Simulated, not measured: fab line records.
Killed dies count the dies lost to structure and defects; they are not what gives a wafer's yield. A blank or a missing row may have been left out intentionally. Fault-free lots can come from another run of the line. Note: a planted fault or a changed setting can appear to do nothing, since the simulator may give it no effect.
fab line records ; flow berkeley_cmos170 ; part 1 of 2: steps 1 to 29 of 39
record: lots: 5; wafers: 15; last_day: 12
route steps=331 shown NLDD@167 SPACER@171 PSD@175 NSD@187 BACKSIDE@199 SDANNEAL@204
lots with no fault: from the same line, run without faults
start_h: hours from the record's opening day to when the first of the lot's shown wafers began ; wait_h: time in hours since the lot's previous step ; " same as the row above ; L1.1+2: a single row standing in for several wafers ; - no value, or no start given ; * or withheld: withheld ; < > ~ a bound
route shown NAME@n: names a module that has steps shown in the file, with the first one's number in the route ; usual: mean/standard deviation of fault-free wafers ; same: alike in all rows ; chamber/n: place in a boat ; sites: per-site readings ; _std_site: their standard deviation ; _edge_site: outer sites' mean less inner sites' ; radius_mm: for every site, how far away it sits from the centre of the wafer ; mask NAME#n: copy n ; behind: the last tool/chamber to shape the wafer ; hold: the reason the lot was held/the length of the hold in hours/how it ended ; device: whichever transistor did not switch (one of n, p or np) ; end of line: tests run on the same wafers once the route is complete ; a step without rows: its recipe alone ; killed: count of dies lost to structure and defects at first sort (not the wafer's yield) ; map: dies across one wafer; x = killed, . = not, _ = none there
set.NAME: the run value of the setting; set.NAME@STEP: its run value at that earlier step ; model.NAME: the simulator's own value behind a step, which no gauge read
lots seen at some steps along the route; tables by step, rows by wafer
services: when a tool's chamber went out of use (start_h, in hours from the record's first day, below 0 if earlier), for how many hours, and the reason
== steps ==
step: UCB170_NLDD_IMPLANT_09
recipe: species: As; dose_cm2: 5e+13; energy_kev: 30; tilt_deg: 7; rotation_deg: 180
usual: faraday_current_uA: 158/3.2
lot.wafer;tool;chamber;start_h;wait_h;faraday_current_uA
L075.2;implanter-03;0;160.54;0.1;161
L075.4;implanter-03;0;160.54;0.1;160
L075.5;implanter-03;0;160.54;0.1;157
L080.1;implanter-02;0;179.47;0.1;155
L080.4;implanter-02;0;179.47;0.1;163
L080.6;implanter-02;0;179.47;0.1;158
L091.1;implanter-03;0;249.35;0.1;161
L091.2;implanter-03;0;249.35;0.1;151
L091.4;implanter-03;0;249.35;0.1;156
L092.1;implanter-01;0;249.53;0.1;164
L092.2;implanter-01;0;249.53;0.1;157
L092.6;implanter-01;0;249.53;0.1;156
L094.1;implanter-03;0;264.53;0.1;158
L094.3;implanter-03;0;264.53;0.1;164
L094.5;implanter-03;0;264.53;0.1;153
step: UCB170_NLDD_STRIP_10
recipe: chemistry: O2; power_w: 400; pressure_mtorr: 3500; platen_temp_c: withheld; o2_flow_sccm: 400; overash_fraction: 0.5
usual: drypump_motor_current_A: 5.8/0.54; oes_product_au: 0.734/0.0046; strip_time_to_endpoint_s: 21.64/0.064
lot.wafer;tool;chamber;start_h;wait_h;drypump_motor_current_A;oes_product_au;rf_hours_counter_h;strip_time_to_endpoint_s
L075.2;plasma_asher-02;1;160.66;0.1;5.7;0.738;43;21.68
L075.4;plasma_asher-02;0;160.66;0.1;5.5;0.734;-;21.65
L075.5;plasma_asher-02;1;160.66;0.1;5.7;0.722;-;21.56
L080.1;plasma_asher-02;1;179.62;0.1;5.7;0.744;45;21.59
L080.4;plasma_asher-02;0;179.62;0.1;5.5;0.725;-;21.61
L080.6;plasma_asher-02;1;179.62;0.1;5.7;0.732;-;21.70
L091.1;plasma_asher-01;1;249.50;0.1;5.0;0.733;51;21.56
L091.2;plasma_asher-01;0;249.50;0.1;6.2;0.728;51;21.58
L091.4;plasma_asher-01;0;249.50;0.1;6.2;0.732;-;21.54
L092.1;plasma_asher-02;0;249.68;0.1;5.5;0.728;54;21.65
L092.2;plasma_asher-02;1;249.68;0.1;5.7;0.735;54;21.61
L092.6;plasma_asher-02;1;249.68;0.1;5.7;0.736;-;21.58
L094.1;plasma_asher-02;1;264.68;0.1;5.7;0.736;55;21.71
L094.3;plasma_asher-02;0;264.68;0.1;5.5;0.735;-;21.63
L094.5;plasma_asher-02;0;264.68;0.1;5.5;0.735;-;21.65
step: UCB170_NLDD_TW_MEAS_11
usual: NLDD_TW: 2212/21
lot.wafer;tool;chamber;start_h;wait_h;NLDD_TW
L075.2;film_metro-01;-;160.77;0.1;2189
L075.4;film_metro-01;-;160.77;0.1;2185
L075.5;film_metro-01;-;160.77;0.1;2194
L080.1;film_metro-04;-;179.72;0.1;2232
L080.4;film_metro-04;-;179.72;0.1;2233
L080.6;film_metro-04;-;179.72;0.1;2223
L091.1;film_metro-03;-;249.60;0.1;2230
L091.2;film_metro-03;-;249.60;0.1;2228
L091.4;film_metro-03;-;249.60;0.1;2230
L092.1;film_metro-01;-;249.81;0.1;2187
L092.2;film_metro-01;-;249.81;0.1;2189
L092.6;film_metro-01;-;249.81;0.1;2184
L094.1;film_metro-01;-;264.78;0.1;2192
L094.3;film_metro-01;-;264.78;0.1;2187
L094.5;film_metro-01;-;264.78;0.1;2192
step: UCB170_NLDD_CLEAN_12
recipe: chemistry: SPM; temp_c: 120; time_s: 600
lot.wafer;tool;chamber;start_h;wait_h
L075.2+4+5;wet_bench-01;0;160.93;0.1
L080.1+4+6;wet_bench-01;2;179.78;0.1
L091.1+2+4;wet_bench-01;1;249.74;0.1
L092.1+2+6;wet_bench-01;0;249.92;0.1
L094.1+3+5;wet_bench-01;2;265.25;0.5
step: UCB170_SPACER_CVD_00
recipe: material: SiO2; target_thk_nm: 376; temp_c: 390; precursor: TEOS/O2; time_s: 47; rf_w: 550; pressure_mtorr: 9000
usual: heater_power_w: 256/52
lot.wafer;tool;chamber;start_h;wait_h;heater_power_w
L075.2;pecvd-04;1;161.11;0.0;287
L075.4;pecvd-04;0;161.11;0.0;254
L075.5;pecvd-04;1;161.11;0.0;303
L080.1;pecvd-03;0;179.95;0.0;191
L080.4;pecvd-03;2;179.95;0.0;162
L080.6;pecvd-03;1;179.95;0.0;248
L091.1;pecvd-04;0;249.92;0.0;269
L091.2;pecvd-04;1;249.92;0.0;264
L091.4;pecvd-04;0;249.92;0.0;285
L092.1;pecvd-03;2;250.09;0.0;210
L092.2;pecvd-03;1;250.09;0.0;202
L092.6;pecvd-03;2;250.09;0.0;216
L094.1;pecvd-04;0;265.46;0.0;300
L094.3;pecvd-04;1;265.46;0.0;245
L094.5;pecvd-04;0;265.46;0.0;318
step: UCB170_SPACER_THK_MEAS_01
recipe: reads: SiO2_of_SPACER_CVD_00
usual: SPACER_TEOS_THK: 375/4.4
lot.wafer;tool;chamber;start_h;wait_h;SPACER_TEOS_THK[nm]
L075.2;film_metro-03;-;161.16;0.0;368
L075.4;film_metro-03;-;161.16;0.0;374
L075.5;film_metro-03;-;161.16;0.0;374
L080.1;film_metro-04;-;180.00;0.0;371
L080.4;film_metro-04;-;180.00;0.0;370
L080.6;film_metro-04;-;180.00;0.0;379
L091.1;film_metro-04;-;249.96;0.0;372
L091.2;film_metro-04;-;249.96;0.0;372
L091.4;film_metro-04;-;249.96;0.0;378
L092.1;film_metro-02;-;250.14;0.0;371
L092.2;film_metro-02;-;250.14;0.0;373
L092.6;film_metro-02;-;250.14;0.0;377
L094.1;film_metro-02;-;265.50;0.0;378
L094.3;film_metro-02;-;265.50;0.0;375
L094.5;film_metro-02;-;265.50;0.0;378
step: UCB170_SPACER_ANNEAL_02
recipe: temp_c: 900; time_s: 1800; ambient: N2
usual: zone_power_load_pct: 28/3.7
lot.wafer;tool;chamber;start_h;wait_h;zone_power_load_pct
L075.2;furnace-02;0;165.99;4.8;33
L075.4;furnace-02;0;165.99;4.8;32
L075.5;furnace-02;0;165.99;4.8;33
L080.1;furnace-02;0;183.14;3.1;33
L080.4;furnace-02;0;183.14;3.1;33
L080.6;furnace-02;0;183.14;3.1;32
L091.1;furnace-01;0;254.00;4.0;25
L091.2;furnace-01;0;254.00;4.0;26
L091.4;furnace-01;0;254.00;4.0;26
L092.1;furnace-01;0;254.00;3.9;26
L092.2;furnace-01;0;254.00;3.9;26
L092.6;furnace-01;0;254.00;3.9;25
L094.1;furnace-02;0;270.17;4.7;32
L094.3;furnace-02;0;270.17;4.7;32
L094.5;furnace-02;0;270.17;4.7;33
step: UCB170_SPACER_ETCHBACK_03
recipe: stop_on: Si; target: SiO2; chemistry: CHF3/CF4/Ar; CHF3_flow_sccm: 50; cf4_flow_sccm: 10; Ar_flow_sccm: 120; pressure_mtorr: 200; rf_w: 500; target_depth_a: 3760; time_s: 100
usual: drypump_motor_current_A: 5.9/0.48; oes_product_au: 0.903/0.015; throttle_valve_pct: 6.45/0.092
lot.wafer;tool;chamber;start_h;wait_h;drypump_motor_current_A;oes_product_au;rf_hours_counter_h;throttle_valve_pct
L075.2;rie_diel-02;3;167.49;0.0;6.4;0.899;56;6.59
L075.4;rie_diel-02;0;167.49;0.0;5.8;0.907;-;6.48
L075.5;rie_diel-02;3;167.49;0.0;6.5;0.898;-;6.59
L080.1;rie_diel-04;0;184.64;0.0;5.6;0.889;21;6.43
L080.4;rie_diel-04;3;184.64;0.0;6.5;0.876;38;6.47
L080.6;rie_diel-04;2;184.64;0.0;5.8;0.927;-;6.41
L091.1;rie_diel-03;0;255.50;0.0;6.3;0.906;9;6.45
L091.2;rie_diel-03;3;255.50;0.0;4.6;0.885;100;6.39
L091.4;rie_diel-03;2;255.50;0.0;5.7;0.891;17;6.28
L092.1;rie_diel-04;3;255.50;0.0;6.4;0.879;42;6.46
L092.2;rie_diel-04;2;255.50;0.0;5.8;0.916;92;6.41
L092.6;rie_diel-04;2;255.50;0.0;5.8;0.919;-;6.40
L094.1;rie_diel-02;1;271.67;0.0;6.3;0.904;30;6.31
L094.3;rie_diel-02;0;271.67;0.0;5.8;0.909;42;6.45
L094.5;rie_diel-02;3;271.67;0.0;6.5;0.900;-;6.59
step: UCB170_PSD_HMDS_00
recipe: prime_time_s: 60; prime_temp_c: 100
lot.wafer;tool;chamber;start_h;wait_h
L075.2+4+5;litho_track-04;0;168.21;0.7
L080.1+4+6;litho_track-02;0;185.00;0.3
L092.1+2+6;litho_track-04;0;256.05;0.5
L091.1+2+4;litho_track-02;0;256.05;0.5
L094.1+3+5;litho_track-02;0;272.07;0.4
step: UCB170_PSD_COAT_01
recipe: resist: KrF; spin_rpm: 1500; resist_thk_nm: 900
usual: dispense_pressure_kPa: 50/5.3
lot.wafer;tool;chamber;start_h;wait_h;dispense_pressure_kPa
L075.2;litho_track-04;0;168.36;0.1;57
L075.4;litho_track-04;0;168.36;0.1;57
L075.5;litho_track-04;0;168.36;0.1;57
L080.1;litho_track-02;0;185.15;0.1;46
L080.4;litho_track-02;0;185.15;0.1;46
L080.6;litho_track-02;0;185.15;0.1;46
L092.1;litho_track-04;0;256.20;0.1;57
L092.2;litho_track-04;0;256.20;0.1;57
L092.6;litho_track-04;0;256.20;0.1;57
L091.1;litho_track-02;0;256.20;0.1;46
L091.2;litho_track-02;0;256.20;0.1;46
L091.4;litho_track-02;0;256.20;0.1;46
L094.1;litho_track-02;0;272.22;0.1;46
L094.3;litho_track-02;0;272.22;0.1;46
L094.5;litho_track-02;0;272.22;0.1;46
step: UCB170_PSD_SOFTBAKE_02
recipe: resist: KrF; temp_c: 130; time_s: 60
lot.wafer;tool;chamber;start_h;wait_h
L075.2+4+5;litho_track-04;0;168.51;0.1
L080.1+4+6;litho_track-02;0;185.30;0.1
L092.1+2+6;litho_track-04;0;256.35;0.1
L091.1+2+4;litho_track-02;0;256.35;0.1
L094.1+3+5;litho_track-02;0;272.37;0.1
step: UCB170_PSD_EXPOSE_03
recipe: mask_id: PSELECT_MOD; na: 0.5; sigma_outer: 0.6; source_shape: conventional; target_cd_nm: 1200; dose_mj: 30
usual: exposure_dose_mJ_cm2: 30.20/0.16; focus_offset_nm: -0.1/0.54
lot.wafer;tool;chamber;start_h;wait_h;mask;exposure_dose_mJ_cm2;focus_offset_nm
L075.2;krf_scanner-01;0;168.78;0.2;PSELECT_MOD#0;30.31;-0.5
L075.4;krf_scanner-01;0;168.78;0.2;PSELECT_MOD#0;30.30;-1.1
L075.5;krf_scanner-01;0;168.78;0.2;PSELECT_MOD#0;30.31;-0.2
L080.1;krf_scanner-02;0;185.57;0.2;PSELECT_MOD#0;30.02;-1.0
L080.4;krf_scanner-02;0;185.57;0.2;PSELECT_MOD#0;30.00;-1.3
L080.6;krf_scanner-02;0;185.57;0.2;PSELECT_MOD#0;30.00;-1.1
L092.1;krf_scanner-02;0;256.62;0.2;PSELECT_MOD#0;29.95;-0.1
L092.2;krf_scanner-02;0;256.62;0.2;PSELECT_MOD#0;29.99;-0.8
L092.6;krf_scanner-02;0;256.62;0.2;PSELECT_MOD#0;29.97;0.3
L091.1;krf_scanner-01;0;256.86;0.5;PSELECT_MOD#0;30.34;0.1
L091.2;krf_scanner-01;0;256.86;0.5;PSELECT_MOD#0;30.31;0.0
L091.4;krf_scanner-01;0;256.86;0.5;PSELECT_MOD#0;30.32;-0.6
L094.1;krf_scanner-01;0;272.52;0.1;PSELECT_MOD#0;30.32;-0.1
L094.3;krf_scanner-01;0;272.52;0.1;PSELECT_MOD#0;30.31;0.7
L094.5;krf_scanner-01;0;272.52;0.1;PSELECT_MOD#0;30.33;0.4
step: UCB170_PSD_PEB_04
recipe: peb_temp_c: 130; peb_time_s: withheld; resist: KrF
lot.wafer;tool;chamber;start_h;wait_h
L075.2+4+5;litho_track-02;0;169.85;1.0
L080.1+4+6;litho_track-01;0;185.69;0.1
L092.1+2+6;litho_track-01;0;256.74;0.1
L091.1+2+4;litho_track-04;0;256.98;0.1
L094.1+3+5;litho_track-02;0;272.79;0.3
step: UCB170_PSD_DEVELOP_05
recipe: developer: TMAH; develop_time_s: 45; resist: KrF; dev_temp_c: 21
lot.wafer;tool;chamber;start_h;wait_h
L075.2+4+5;litho_track-02;0;-;-
L080.1+4+6;litho_track-01;0;-;-
L092.1+2+6;litho_track-01;0;-;-
L091.1+2+4;litho_track-04;0;-;-
L094.1+3+5;litho_track-02;0;-;-
step: UCB170_PSD_CD_MEAS_06
recipe: target_cd_nm: 1200
usual: cd_nm: 1199.9/1.4
lot.wafer;tool;chamber;start_h;wait_h;cd_nm
L075.2;cd_sem-01;-;170.15;-;1199.1
L075.4;cd_sem-01;-;170.15;-;1200.7
L075.5;cd_sem-01;-;170.15;-;1200.8
L080.1;cd_sem-02;-;185.96;-;1202.0
L080.4;cd_sem-02;-;185.96;-;1201.1
L080.6;cd_sem-02;-;185.96;-;1202.2
L092.1;cd_sem-01;-;257.01;-;1201.1
L092.2;cd_sem-01;-;257.01;-;1200.7
L092.6;cd_sem-01;-;257.01;-;1202.0
L091.1;cd_sem-02;-;257.26;-;1197.2
L091.2;cd_sem-02;-;257.26;-;1199.2
L091.4;cd_sem-02;-;257.26;-;1199.2
L094.1;cd_sem-01;-;273.07;-;1197.7
L094.3;cd_sem-01;-;273.07;-;1199.1
L094.5;cd_sem-01;-;273.07;-;1198.8
step: UCB170_PSD_OVL_MEAS_07
usual: PSD_OVL: 0/5.7
lot.wafer;tool;chamber;start_h;wait_h;PSD_OVL[nm]
L075.2;overlay-02;-;170.26;0.1;-1
L075.4;overlay-02;-;170.26;0.1;6
L075.5;overlay-02;-;170.26;0.1;-7
L080.1;overlay-01;-;186.08;0.1;-12
L080.4;overlay-01;-;186.08;0.1;1
L080.6;overlay-01;-;186.08;0.1;-6
L092.1;overlay-02;-;257.13;0.1;-3
L092.2;overlay-02;-;257.13;0.1;-4
L092.6;overlay-02;-;257.13;0.1;0
L091.1;overlay-01;-;257.38;0.1;2
L091.2;overlay-01;-;257.38;0.1;4
L091.4;overlay-01;-;257.38;0.1;1
L094.1;overlay-01;-;273.19;0.1;3
L094.3;overlay-01;-;273.19;0.1;6
L094.5;overlay-01;-;273.19;0.1;-3
step: UCB170_PSD_IMPLANT_08
recipe: species: B; dose_cm2: 3e+15; energy_kev: 20; tilt_deg: 7
usual: faraday_current_uA: 9256/200
lot.wafer;tool;chamber;start_h;wait_h;faraday_current_uA
L075.2;implanter-01;0;170.32;0.0;8945
L075.4;implanter-01;0;170.32;0.0;9194
L075.5;implanter-01;0;170.32;0.0;9184
L080.1;implanter-03;0;186.12;0.0;9309
L080.4;implanter-03;0;186.12;0.0;9091
L080.6;implanter-03;0;186.12;0.0;9139
L092.1;implanter-03;0;257.17;0.0;9352
L092.2;implanter-03;0;257.17;0.0;9033
L092.6;implanter-03;0;257.17;0.0;9393
L091.1;implanter-04;0;257.41;0.0;9474
L091.2;implanter-04;0;257.41;0.0;9371
L091.4;implanter-04;0;257.41;0.0;9353
L094.1;implanter-03;0;273.25;0.1;9393
L094.3;implanter-03;0;273.25;0.1;9308
L094.5;implanter-03;0;273.25;0.1;9378
step: UCB170_PSD_STRIP_09
recipe: chemistry: O2; power_w: 400; pressure_mtorr: 3500; platen_temp_c: withheld; o2_flow_sccm: 400; overash_fraction: 0.5
usual: drypump_motor_current_A: 5.9/0.64; oes_product_au: 0.600/0.0045; strip_time_to_endpoint_s: 29.38/0.079
lot.wafer;tool;chamber;start_h;wait_h;drypump_motor_current_A;oes_product_au;rf_hours_counter_h;strip_time_to_endpoint_s
L075.2;plasma_asher-01;1;170.44;0.1;4.9;0.600;42;29.37
L075.4;plasma_asher-01;1;170.44;0.1;4.9;0.606;-;29.46
L075.5;plasma_asher-01;0;170.44;0.1;6.2;0.601;-;29.41
L080.1;plasma_asher-01;1;186.27;0.1;4.9;0.595;44;29.38
L080.4;plasma_asher-01;0;186.27;0.1;6.2;0.605;-;29.44
L080.6;plasma_asher-01;0;186.27;0.1;6.2;0.600;-;29.36
L092.1;plasma_asher-03;0;257.32;0.1;6.8;0.600;14;29.33
L092.2;plasma_asher-03;1;257.32;0.1;6.4;0.604;14;29.23
L092.6;plasma_asher-03;0;257.32;0.1;6.8;0.597;-;29.34
L091.1;plasma_asher-01;0;257.56;0.1;6.2;0.597;52;29.33
L091.2;plasma_asher-01;1;257.56;0.1;5.0;0.603;52;29.35
L091.4;plasma_asher-01;0;257.56;0.1;6.2;0.600;-;29.29
L094.1;plasma_asher-01;0;273.40;0.1;6.2;0.598;54;29.41
L094.3;plasma_asher-01;0;273.40;0.1;6.2;0.590;-;29.40
L094.5;plasma_asher-01;0;273.40;0.1;6.2;0.606;-;29.32
step: UCB170_PSD_TW_MEAS_10
usual: PSD_TW: 2327/22
lot.wafer;tool;chamber;start_h;wait_h;PSD_TW
L075.2;film_metro-04;-;170.55;0.1;2365
L075.4;film_metro-04;-;170.55;0.1;2347
L075.5;film_metro-04;-;170.55;0.1;2368
L080.1;film_metro-04;-;186.40;0.1;2353
L080.4;film_metro-04;-;186.40;0.1;2346
L080.6;film_metro-04;-;186.40;0.1;2363
L092.1;film_metro-03;-;257.42;0.1;2343
L092.2;film_metro-03;-;257.42;0.1;2335
L092.6;film_metro-03;-;257.42;0.1;2339
L091.1;film_metro-01;-;257.66;0.1;2289
L091.2;film_metro-01;-;257.66;0.1;2294
L091.4;film_metro-01;-;257.66;0.1;2287
L094.1;film_metro-01;-;273.50;0.1;2312
L094.3;film_metro-01;-;273.50;0.1;2294
L094.5;film_metro-01;-;273.50;0.1;2303
step: UCB170_PSD_CLEAN_11
recipe: chemistry: SPM; temp_c: 120; time_s: 600
lot.wafer;tool;chamber;start_h;wait_h
L075.2+4+5;wet_bench-03;0;170.82;0.3
L080.1+4+6;wet_bench-03;0;186.64;0.2
L091.1+2+4;wet_bench-02;1;260.51;2.8
L092.1+2+6;wet_bench-02;3;260.51;3.1
L094.1+3+5;wet_bench-04;3;273.68;0.2
step: UCB170_NSD_HMDS_00
recipe: prime_time_s: 60; prime_temp_c: 100
lot.wafer;tool;chamber;start_h;wait_h
L075.2+4+5;litho_track-03;0;172.39;1.4
L080.1+4+6;litho_track-02;0;186.83;0.0
L091.1+2+4;litho_track-02;0;260.70;0.0
L092.1+2+6;litho_track-01;0;260.70;0.0
L094.1+3+5;litho_track-02;0;273.86;0.0
step: UCB170_NSD_COAT_01
recipe: resist: KrF; spin_rpm: 1500; resist_thk_nm: 891.4
usual: dispense_pressure_kPa: 46.8/0.95
lot.wafer;tool;chamber;start_h;wait_h;dispense_pressure_kPa
L075.2;litho_track-03;0;172.54;0.1;47.9
L075.4;litho_track-03;0;172.54;0.1;47.9
L075.5;litho_track-03;0;172.54;0.1;48.0
L080.1;litho_track-02;0;186.98;0.1;46.4
L080.4;litho_track-02;0;186.98;0.1;46.4
L080.6;litho_track-02;0;186.98;0.1;46.4
L091.1;litho_track-02;0;260.85;0.1;46.4
L091.2;litho_track-02;0;260.85;0.1;46.4
L091.4;litho_track-02;0;260.85;0.1;46.4
L092.1;litho_track-01;0;260.85;0.1;45.7
L092.2;litho_track-01;0;260.85;0.1;45.7
L092.6;litho_track-01;0;260.85;0.1;45.7
L094.1;litho_track-02;0;274.01;0.1;46.4
L094.3;litho_track-02;0;274.01;0.1;46.4
L094.5;litho_track-02;0;274.01;0.1;46.4
step: UCB170_NSD_SOFTBAKE_02
recipe: resist: KrF; temp_c: 130; time_s: 60
lot.wafer;tool;chamber;start_h;wait_h
L075.2+4+5;litho_track-03;0;172.69;0.1
L080.1+4+6;litho_track-02;0;187.13;0.1
L091.1+2+4;litho_track-02;0;261.00;0.1
L092.1+2+6;litho_track-01;0;261.00;0.1
L094.1+3+5;litho_track-02;0;274.16;0.1
step: UCB170_NSD_EXPOSE_03
recipe: mask_id: NSELECT_MOD; na: 0.5; sigma_outer: 0.6; source_shape: conventional; target_cd_nm: 1200; dose_mj: 30
usual: exposure_dose_mJ_cm2: 30.05/0.16; focus_offset_nm: 0.1/0.44
lot.wafer;tool;chamber;start_h;wait_h;mask;exposure_dose_mJ_cm2;focus_offset_nm
L075.2;krf_scanner-02;0;172.83;0.1;NSELECT_MOD#0;29.94;0.4
L075.4;krf_scanner-02;0;172.83;0.1;NSELECT_MOD#0;29.96;0.5
L075.5;krf_scanner-02;0;172.83;0.1;NSELECT_MOD#0;29.98;-0.1
L080.1;krf_scanner-02;0;187.28;0.1;NSELECT_MOD#0;29.97;-0.2
L080.4;krf_scanner-02;0;187.28;0.1;NSELECT_MOD#0;29.95;0.2
L080.6;krf_scanner-02;0;187.28;0.1;NSELECT_MOD#0;29.93;0.0
L092.1;krf_scanner-01;0;261.27;0.2;NSELECT_MOD#0;30.32;0.9
L092.2;krf_scanner-01;0;261.27;0.2;NSELECT_MOD#0;30.28;0.1
L092.6;krf_scanner-01;0;261.27;0.2;NSELECT_MOD#0;30.31;0.2
L091.1;krf_scanner-01;0;261.39;0.4;NSELECT_MOD#0;30.21;0.0
L091.2;krf_scanner-01;0;261.39;0.4;NSELECT_MOD#0;30.21;-0.4
L091.4;krf_scanner-01;0;261.39;0.4;NSELECT_MOD#0;30.24;0.1
L094.1;krf_scanner-02;0;274.31;0.1;NSELECT_MOD#0;29.93;0.1
L094.3;krf_scanner-02;0;274.31;0.1;NSELECT_MOD#0;29.93;-0.3
L094.5;krf_scanner-02;0;274.31;0.1;NSELECT_MOD#0;29.96;0.1
step: UCB170_NSD_PEB_04
recipe: peb_temp_c: 130; peb_time_s: withheld; resist: KrF
lot.wafer;tool;chamber;start_h;wait_h
L075.2+4+5;litho_track-01;0;173.61;0.8
L080.1+4+6;litho_track-02;0;187.40;0.1
L092.1+2+6;litho_track-02;0;261.60;0.3
L091.1+2+4;litho_track-01;0;261.83;0.4
L094.1+3+5;litho_track-02;0;274.42;0.1
step: UCB170_NSD_DEVELOP_05
recipe: developer: TMAH; develop_time_s: 45; resist: KrF; dev_temp_c: 21
lot.wafer;tool;chamber;start_h;wait_h
L075.2+4+5;litho_track-01;0;-;-
L080.1+4+6;litho_track-02;0;-;-
L092.1+2+6;litho_track-02;0;-;-
L091.1+2+4;litho_track-01;0;-;-
L094.1+3+5;litho_track-02;0;-;-
step: UCB170_NSD_CD_MEAS_06
recipe: target_cd_nm: 1200
usual: cd_nm: 1199.9/1.3
lot.wafer;tool;chamber;start_h;wait_h;cd_nm
L075.2;cd_sem-01;-;173.88;-;1200.3
L075.4;cd_sem-01;-;173.88;-;1200.7
L075.5;cd_sem-01;-;173.88;-;1200.6
L080.1;cd_sem-02;-;187.67;-;1199.2
L080.4;cd_sem-02;-;187.67;-;1198.4
L080.6;cd_sem-02;-;187.67;-;1198.6
L092.1;cd_sem-01;-;261.87;-;1201.3
L092.2;cd_sem-01;-;261.87;-;1200.0
L092.6;cd_sem-01;-;261.87;-;1198.7
L091.1;cd_sem-01;-;262.11;-;1201.0
L091.2;cd_sem-01;-;262.11;-;1201.7
L091.4;cd_sem-01;-;262.11;-;1200.7
L094.1;cd_sem-01;-;274.70;-;1198.1
L094.3;cd_sem-01;-;274.70;-;1198.8
L094.5;cd_sem-01;-;274.70;-;1199.4
step: UCB170_NSD_OVL_MEAS_07
usual: NSD_OVL: -1/4.7
lot.wafer;tool;chamber;start_h;wait_h;NSD_OVL[nm]
L075.2;overlay-02;-;173.98;0.1;5
L075.4;overlay-02;-;173.98;0.1;7
L075.5;overlay-02;-;173.98;0.1;-5
L080.1;overlay-02;-;187.79;0.1;7
L080.4;overlay-02;-;187.79;0.1;3
L080.6;overlay-02;-;187.79;0.1;-1
L092.1;overlay-01;-;261.99;0.1;7
L092.2;overlay-01;-;261.99;0.1;3
L092.6;overlay-01;-;261.99;0.1;-1
L091.1;overlay-01;-;262.23;0.1;-2
L091.2;overlay-01;-;262.23;0.1;-7
L091.4;overlay-01;-;262.23;0.1;-7
L094.1;overlay-02;-;274.82;0.1;-3
L094.3;overlay-02;-;274.82;0.1;-2
L094.5;overlay-02;-;274.82;0.1;-3
step: UCB170_NSD_IMPLANT_08
recipe: species: P; dose_cm2: 3e+15; energy_kev: 40; tilt_deg: 7
usual: faraday_current_uA: 9230/190
lot.wafer;tool;chamber;start_h;wait_h;faraday_current_uA
L075.2;implanter-01;0;174.04;0.0;9362
L075.4;implanter-01;0;174.04;0.0;9275
L075.5;implanter-01;0;174.04;0.0;9149
L080.1;implanter-04;0;187.83;0.0;9338
L080.4;implanter-04;0;187.83;0.0;9102
L080.6;implanter-04;0;187.83;0.0;9555
L092.1;implanter-02;0;262.03;0.0;9165
L092.2;implanter-02;0;262.03;0.0;9286
L092.6;implanter-02;0;262.03;0.0;9134
L091.1;implanter-04;0;262.26;0.0;9461
L091.2;implanter-04;0;262.26;0.0;9329
L091.4;implanter-04;0;262.26;0.0;9197
L094.1;implanter-04;0;274.85;0.0;8849
L094.3;implanter-04;0;274.85;0.0;9250
L094.5;implanter-04;0;274.85;0.0;9614
